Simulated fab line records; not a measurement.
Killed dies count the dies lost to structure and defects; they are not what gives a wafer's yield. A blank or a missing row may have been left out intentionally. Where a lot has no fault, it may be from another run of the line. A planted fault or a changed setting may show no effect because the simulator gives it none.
Matching of chambers	flow berkeley_cmos170	UCB170_V1_CMP_02 on cmp-02 has 4 sister chambers
The step polishes SiO2. 4 wafers are shown with their chamber, then 7 later ones without.

WAFERS WITH THEIR CHAMBER
wafer	chamber	motor_current_A (A)
L950.1	0	15.9
L960.6	2	14.1
L962.2	1	16.5
L962.5	3	17.1

WAFERS WITHOUT THEIR CHAMBER
wafer	motor_current_A (A)
L962.6	15.0
L961.2	15.6
L961.4	14.6
L961.6	15.6
L971.1	15.2
L971.2	13.9
L971.5	16.9

THE CHAMBER EACH PASSED THROUGH
wafer	from the rows above	in truth
L962.6	can't be placed: 0 or 2 or 1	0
L961.2	can't be placed: 0 or 1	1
L961.4	can't be placed: 2 or 0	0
L961.6	can't be placed: 0 or 1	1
L971.1	can't be placed: 0 or 2 or 1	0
L971.2	2	2
L971.5	can't be placed: 3 or 1 or 0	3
Placed correctly: 1 of 7. Unplaceable from these rows: 6, with the true chamber sitting among the candidates in 6. Number placed wrongly: 0.
How it was worked out, from the rows above alone: a wafer's distance from a chamber is the root of the sum, over the readings, of the square of ((its reading less the chamber's mean) divided by the reading's scatter). The wafer belongs to the nearest chamber; if the next one is less than 2 further off, it can't be placed. A chamber's mean is the mean of its shown wafers. The scatter: with one shown wafer a chamber, the root of the mean of the squares of how far each hidden wafer lies from its nearest shown one.
